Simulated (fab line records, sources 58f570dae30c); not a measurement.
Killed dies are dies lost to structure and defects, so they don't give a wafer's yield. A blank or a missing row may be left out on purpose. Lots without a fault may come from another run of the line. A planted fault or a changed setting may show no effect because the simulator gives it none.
fab line records | flow berkeley_cmos170
record lots=5 wafers=23
route steps=331 shown M2@272 V2@306 M3@319
start_h: hours from the record's first day to the start of the lot's first wafer shown | wait_h: hours since the lot's step before | " the same as in the row above | L1.1+2: a row that stands for several wafers | - no value, or no start given | * or withheld: withheld | < > ~ a bound
route shown NAME@n: a module of which the file shows steps, and the number in the route of the first | usual: mean/standard deviation of fault-free wafers | same: alike in all rows | chamber/n: place in a boat | sites: the reading at each site | _std_site: their standard deviation | _edge_site: outer sites' mean less inner sites' | radius_mm: how far each site lies from the wafer's centre | mask NAME#n: copy n | behind: the tool/chamber that last shaped the wafer | hold: why the lot was held/for how many hours/how that ended | device: the transistor (n, p or np) that didn't switch | end of line: the same wafers' tests at the end of the route | a step without rows: its recipe alone | killed: dies lost to structure and defects at the first sort, not the wafer's yield | map: a wafer's dies, x killed, . not, _ none there
set.NAME: the setting as run; set.NAME@STEP: as run at that earlier step | model.NAME: the simulator's own value behind a step, which no gauge read
lots whose settings were changed on purpose; a table a step, a row a wafer
## steps
# step UCB170_M2_SPUTTER_01
# recipe material=Al target_thk_nm=900 time_s=120 power_w=6000 chamber_pressure_pa=0.5
# columns lot.wafer tool chamber start_h wait_h set.power_w model.Al_of_M2_SPUTTER_01.thk_nm
L076.2 pvd_sputter-03 - 190.29 0.0 6545 977.9
L076.3 " - " " 6545 974.3
L076.4 " - " " 6000 885.9
L076.5 " - " " 6000 896.2
L076.6 " - " " 6000 888.8
L075.1 pvd_sputter-02 - 192.75 0.0 5683 848.5
L075.2 " - " " 6000 892.1
L075.3 " - " " 6000 901.3
L075.4 " - " " 5683 850
L075.6 " - " " 6000 898.3
L074.1 pvd_sputter-01 - 193.06 0.0 6694 1006
L074.2 " - " " 6694 1004
L074.3 " - " " 6694 1011
L074.4 " - " " 6000 902
L074.5 " - " " 6000 908.5
L083.1 pvd_sputter-03 - 234.72 0.0 6000 902.7
L083.2 " - " " 6000 904.6
L083.3 " - " " 6502 978.4
L083.4 " - " " 6000 906.5
L083.6 " - " " 6502 972.1
L082.1 pvd_sputter-01 - 238.06 0.0 6000 917.6
L082.3 " - " " 6000 916.8
L082.4 " - " " 6000 911.8
# step UCB170_M2_RS_MEAS_02
# recipe thk_meas_gauge=four-point-probe reads=Al_of_M2_SPUTTER_01
# usual M2_AL_RS=0.0320/0.00039
# columns lot.wafer tool chamber start_h wait_h set.power_w@M2_SPUTTER_01 M2_AL_RS[ohm/sq]
L076.2 film_metro-01 - 190.40 0.1 6545 0.0296
L076.3 " - " " 6545 0.0297
L076.4 " - " " 6000 0.0327
L076.5 " - " " 6000 0.0323
L076.6 " - " " 6000 0.0325
L075.1 film_metro-02 - 192.84 0.0 5683 0.0342
L075.2 " - " " 6000 0.0325
L075.3 " - " " 6000 0.0322
L075.4 " - " " 5683 0.0341
L075.6 " - " " 6000 0.0322
L074.1 film_metro-01 - 193.14 0.0 6694 0.0287
L074.2 " - " " 6694 0.0287
L074.3 " - " " 6694 0.0286
L074.4 " - " " 6000 0.0321
L074.5 " - " " 6000 0.0318
L083.1 film_metro-04 - 234.80 0.0 6000 0.0320
L083.2 " - " " 6000 0.0319
L083.3 " - " " 6502 0.0295
L083.4 " - " " 6000 0.0319
L083.6 " - " " 6502 0.0297
L082.1 film_metro-04 - 238.15 0.0 6000 0.0315
L082.3 " - " " 6000 0.0315
L082.4 " - " " 6000 0.0317
# step UCB170_M2_THK_MEAS_03
# recipe thk_meas_gauge=xrf reads=Al_of_M2_SPUTTER_01
# usual M2_AL_THK=907/10
# columns lot.wafer tool chamber start_h wait_h set.power_w@M2_SPUTTER_01 M2_AL_THK[nm]
L076.2 film_metro-01 - 190.51 0.1 6545 979
L076.3 " - " " 6545 974
L076.4 " - " " 6000 889
L076.5 " - " " 6000 900
L076.6 " - " " 6000 892
L075.1 film_metro-02 - 192.96 0.1 5683 851
L075.2 " - " " 6000 900
L075.3 " - " " 6000 905
L075.4 " - " " 5683 853
L075.6 " - " " 6000 901
L074.1 film_metro-01 - 193.26 0.1 6694 1007
L074.2 " - " " 6694 1007
L074.3 " - " " 6694 1011
L074.4 " - " " 6000 907
L074.5 " - " " 6000 914
L083.1 film_metro-04 - 234.92 0.1 6000 905
L083.2 " - " " 6000 908
L083.3 " - " " 6502 989
L083.4 " - " " 6000 918
L083.6 " - " " 6502 978
L082.1 film_metro-04 - 238.27 0.1 6000 920
L082.3 " - " " 6000 918
L082.4 " - " " 6000 911
# step UCB170_M2_COAT_09
# recipe resist=BARC temp_c=withheld time_s=withheld spin_rpm=3000 resist_thk_nm=withheld
# columns lot.wafer tool chamber start_h wait_h set.spin_rpm
L076.2+4+5 litho_track-03 0 192.21 0.0 2852
L076.3+6 " 0 " " 3000
L075.1+2 litho_track-01 0 194.94 0.5 2784
L075.3+4+6 " 0 " " 3000
L074.1+3 litho_track-03 0 195.11 0.5 3063
L074.2+4+5 " 0 " " 3000
L083.1+2+3 litho_track-03 0 235.71 0.0 3000
L083.4+6 " 0 " " 2797
L082.1+3+4 litho_track-04 0 240.13 0.6 3000
# step UCB170_M2_COAT_10
# recipe resist=KrF spin_rpm=1500 resist_thk_nm=900
# step UCB170_M2_SOFTBAKE_11
# recipe resist=KrF temp_c=130 time_s=60
# step UCB170_M2_ETCH_17
# recipe chemistry=N2/H2 target_depth_a=withheld overetch_a=withheld target=BARC time_s=withheld source_w=500 bias_w=100 pressure_mtorr=30 n2_flow_sccm=100 h2_flow_sccm=200
# step UCB170_M2_METAL_ETCH_18
# recipe chemistry=Cl2/BCl3 target=Al stop_on=SiO2 pressure_mtorr=12 target_depth_a=11700 over_etch_frac=0.3 time_s=195 icp_w=600 bias_w=120 Cl2_flow_sccm=90 bcl3_flow_sccm=45
# usual oes_product_au=0.844/0.012
# columns lot.wafer tool chamber start_h wait_h set.power_w@M2_SPUTTER_01 oes_product_au
L076.2 rie_metal-01 1 193.29 - 6545 0.905
L076.3 " 1 " " 6545 0.886
L076.4 " 1 " " 6000 0.846
L076.5 " 1 " " 6000 0.837
L076.6 " 1 " " 6000 0.838
L075.1 rie_metal-01 1 196.40 - 5683 0.818
L075.2 " 1 " " 6000 0.842
L075.3 " 1 " " 6000 0.849
L075.4 " 1 " " 5683 0.828
L075.6 " 1 " " 6000 0.845
L074.1 rie_metal-01 1 196.77 - 6694 0.902
L074.2 " 1 " " 6694 0.900
L074.3 " 1 " " 6694 0.909
L074.4 " 1 " " 6000 0.849
L074.5 " 1 " " 6000 0.843
L083.1 rie_metal-04 0 236.75 - 6000 0.834
L083.2 " 1 " " 6000 0.826
L083.3 " 1 " " 6502 0.865
L083.4 " 0 " " 6000 0.831
L083.6 " 0 " " 6502 0.865
L082.1 rie_metal-01 1 241.60 - 6000 0.854
L082.3 " 1 " " 6000 0.858
L082.4 " 1 " " 6000 0.859
# step UCB170_V2_ETCH_14
# recipe chemistry=CHF3/CF4/Ar target=SiO2 stop_on=Al CHF3_flow_sccm=45 cf4_flow_sccm=15 Ar_flow_sccm=150 pressure_mtorr=200 rf_w=700 target_depth_a=12500 over_etch_frac=0.25 time_s=291
# columns lot.wafer tool chamber start_h wait_h set.rf_w model.KrF_of_V2_COAT_07.thk_nm
L076.2 rie_diel-02 1 197.09 0.0 627 623.7
L076.3 " 0 " " 700 601.4
L076.4 " 3 " " 627 626.5
L076.5 " 1 " " 700 612.2
L076.6 " 0 " " 627 622.1
L075.1 rie_diel-03 1 199.43 0.0 759.5 596.2
L075.2 " 0 " " 700 611.4
L075.3 " 2 " " 759.5 595.1
L075.4 " 3 " " 700 607.2
L075.6 " 2 " " 759.5 598.2
L074.1 rie_diel-04 3 199.71 0.0 700 611.1
L074.2 " 1 " " 700 613.4
L074.3 " 0 " " 724.1 608.7
L074.4 " 1 " " 724.1 605.4
L074.5 " 0 " " 700 610
L083.1 rie_diel-03 0 239.93 0.0 700 614
L083.2 " 2 " " 700 608.6
L083.3 " 1 " " 700 609.7
L083.4 " 1 " " 700 607.9
L083.6 " 2 " " 700 601.8
L082.1 rie_diel-04 1 245.95 0.0 700 614.2
L082.3 " 3 " " 700 617.3
L082.4 " 0 " " 700 614.3
# step UCB170_V2_STRIP_15
# recipe chemistry=O2 power_w=400 pressure_mtorr=3500 platen_temp_c=withheld o2_flow_sccm=400 overash_fraction=0.5
# usual strip_time_to_endpoint_s=15.30/0.091
# columns lot.wafer tool chamber start_h wait_h set.rf_w@V2_ETCH_14 strip_time_to_endpoint_s
L076.2 plasma_asher-03 1 197.27 0.1 627 15.62
L076.3 " 1 " " 700 15.12
L076.4 " 0 " " 627 15.68
L076.5 " 0 " " 700 15.36
L076.6 " 1 " " 627 15.59
L075.1 plasma_asher-02 1 199.61 0.1 759.5 14.98
L075.2 " 0 " " 700 15.36
L075.3 " 0 " " 759.5 14.95
L075.4 " 1 " " 700 15.22
L075.6 " 0 " " 759.5 15.03
L074.1 plasma_asher-02 0 199.89 0.1 700 15.33
L074.2 " 1 " " 700 15.40
L074.3 " 1 " " 724.1 15.27
L074.4 " 0 " " 724.1 15.19
L074.5 " 1 " " 700 15.31
L083.1 plasma_asher-04 0 240.11 0.1 700 15.39
L083.2 " 1 " " 700 15.28
L083.3 " 1 " " 700 15.31
L083.4 " 0 " " 700 15.25
L083.6 " 1 " " 700 15.11
L082.1 plasma_asher-02 0 246.12 0.1 700 15.41
L082.3 " 1 " " 700 15.47
L082.4 " 0 " " 700 15.43
# step UCB170_M3_COAT_10
# recipe resist=KrF spin_rpm=1500 resist_thk_nm=900
# columns lot.wafer tool chamber start_h wait_h set.spin_rpm model.KrF_of_M3_COAT_10.thk_nm
L076.2 litho_track-04 0 - - 1500 901.6
L076.3 " 0 " " 1500 900.7
L076.4 " 0 " " 1500 901.1
L076.5 " 0 " " 1500 900
L076.6 " 0 " " 1500 898.1
L075.1 litho_track-03 0 - - 1500 899.4
L075.2 " 0 " " 1500 901.1
L075.3 " 0 " " 1432 918.8
L075.4 " 0 " " 1500 898.4
L075.6 " 0 " " 1432 920.2
L074.1 litho_track-02 0 - - 1500 901.2
L074.2 " 0 " " 1593 871.5
L074.3 " 0 " " 1500 899.3
L074.4 " 0 " " 1500 899.8
L074.5 " 0 " " 1593 873.8
L083.1 litho_track-03 0 - - 1429 924.1
L083.2 " 0 " " 1500 900.2
L083.3 " 0 " " 1500 901.7
L083.4 " 0 " " 1500 902.2
L083.6 " 0 " " 1429 923.4
L082.1 litho_track-04 0 - - 1500 897
L082.3 " 0 " " 1500 893.7
L082.4 " 0 " " 1500 898.6
# step UCB170_M3_SOFTBAKE_11
# recipe resist=KrF temp_c=130 time_s=60
# step UCB170_M3_EXPOSE_12
# recipe mask_id=METAL3 target_cd_nm=700 na=0.5 sigma_outer=0.6 source_shape=conventional dose_mj=26
# step UCB170_M3_ETCH_17
# recipe chemistry=N2/H2 target_depth_a=withheld overetch_a=withheld target=BARC time_s=withheld source_w=500 bias_w=100 pressure_mtorr=30 n2_flow_sccm=100 h2_flow_sccm=200
# step UCB170_M3_METAL_ETCH_18
# recipe chemistry=Cl2/BCl3 target=Al stop_on=SiO2 pressure_mtorr=12 target_depth_a=11700 over_etch_frac=0.3 time_s=195 icp_w=600 bias_w=120 Cl2_flow_sccm=90 bcl3_flow_sccm=45
# columns lot.wafer tool chamber start_h wait_h set.spin_rpm@M3_COAT_10 model.KrF_of_M3_COAT_10.thk_nm
L076.2 rie_metal-04 1 200.14 - 1500 223.6
L076.3 " 1 " " 1500 215.9
L076.4 " 0 " " 1500 221.5
L076.5 " 0 " " 1500 225.8
L076.6 " 1 " " 1500 217
L075.1 rie_metal-02 1 201.92 - 1500 207.3
L075.2 " 0 " " 1500 199.1
L075.3 " 1 " " 1432 222.3
L075.4 " 0 " " 1500 197.9
L075.6 " 1 " " 1432 229.5
L074.1 rie_metal-04 0 202.39 - 1500 219.6
L074.2 " 1 " " 1593 184.4
L074.3 " 0 " " 1500 222.9
L074.4 " 1 " " 1500 214.5
L074.5 " 0 " " 1593 189.8
L083.1 rie_metal-02 1 244.97 - 1429 226
L083.2 " 0 " " 1500 198.2
L083.3 " 1 " " 1500 213.2
L083.4 " 0 " " 1500 196.1
L083.6 " 1 " " 1429 226.7
L082.1 rie_metal-02 1 249.91 - 1500 194.7
L082.3 " 1 " " 1500 200.4
L082.4 " 0 " " 1500 196
# step UCB170_M3_STRIP_19
# recipe chemistry=O2 power_w=400 pressure_mtorr=3500 platen_temp_c=withheld o2_flow_sccm=400 overash_fraction=0.5
# usual oes_product_au=0.542/0.012
# columns lot.wafer tool chamber start_h wait_h set.spin_rpm@M3_COAT_10 oes_product_au
L076.2 plasma_asher-01 0 200.33 0.1 1500 0.554
L076.3 " 1 " " 1500 0.548
L076.4 " 0 " " 1500 0.548
L076.5 " 0 " " 1500 0.558
L076.6 " 1 " " 1500 0.552
L075.1 plasma_asher-01 0 202.11 0.1 1500 0.536
L075.2 " 1 " " 1500 0.535
L075.3 " 1 " " 1432 0.545
L075.4 " 0 " " 1500 0.534
L075.6 " 0 " " 1432 0.562
L074.1 plasma_asher-02 0 202.58 0.1 1500 0.542
L074.2 " 1 " " 1593 0.514
L074.3 " 0 " " 1500 0.554
L074.4 " 1 " " 1500 0.551
L074.5 " 1 " " 1593 0.524
L083.1 plasma_asher-01 0 245.16 0.1 1429 0.561
L083.2 " 1 " " 1500 0.524
L083.3 " 0 " " 1500 0.543
L083.4 " 1 " " 1500 0.530
L083.6 " 1 " " 1429 0.558
L082.1 plasma_asher-02 1 250.10 0.1 1500 0.528
L082.3 " 0 " " 1500 0.532
L082.4 " 1 " " 1500 0.529
## key
split step=UCB170_M2_SPUTTER_01 setting=power_w stated=6000 by=wafer
response step=UCB170_M2_SPUTTER_01 reading=model.Al_of_M2_SPUTTER_01.thk_nm change=+8.92 per=1% r=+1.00
response step=UCB170_M2_RS_MEAS_02 reading=M2_AL_RS change=-0.000298 per=1% r=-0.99
response step=UCB170_M2_THK_MEAS_03 reading=M2_AL_THK change=+8.78 per=1% r=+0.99
response step=UCB170_M2_METAL_ETCH_18 reading=oes_product_au change=+0.00503 per=1% r=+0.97
split step=UCB170_M2_COAT_09 setting=spin_rpm stated=3000 by=wafer
response none clear
split step=UCB170_V2_ETCH_14 setting=rf_w stated=700 by=wafer
response step=UCB170_V2_ETCH_14 reading=model.KrF_of_V2_COAT_07.thk_nm change=-1.58 per=1% r=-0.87
response step=UCB170_V2_STRIP_15 reading=strip_time_to_endpoint_s change=* per=1% r=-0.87
split step=UCB170_M3_COAT_10 setting=spin_rpm stated=1500 by=wafer
response step=UCB170_M3_COAT_10 reading=model.KrF_of_M3_COAT_10.thk_nm change=-4.5 per=1% r=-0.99
response step=UCB170_M3_METAL_ETCH_18 reading=model.KrF_of_M3_COAT_10.thk_nm change=-5.18 per=1% r=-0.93
response step=UCB170_M3_STRIP_19 reading=oes_product_au change=-0.0049 per=1% r=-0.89
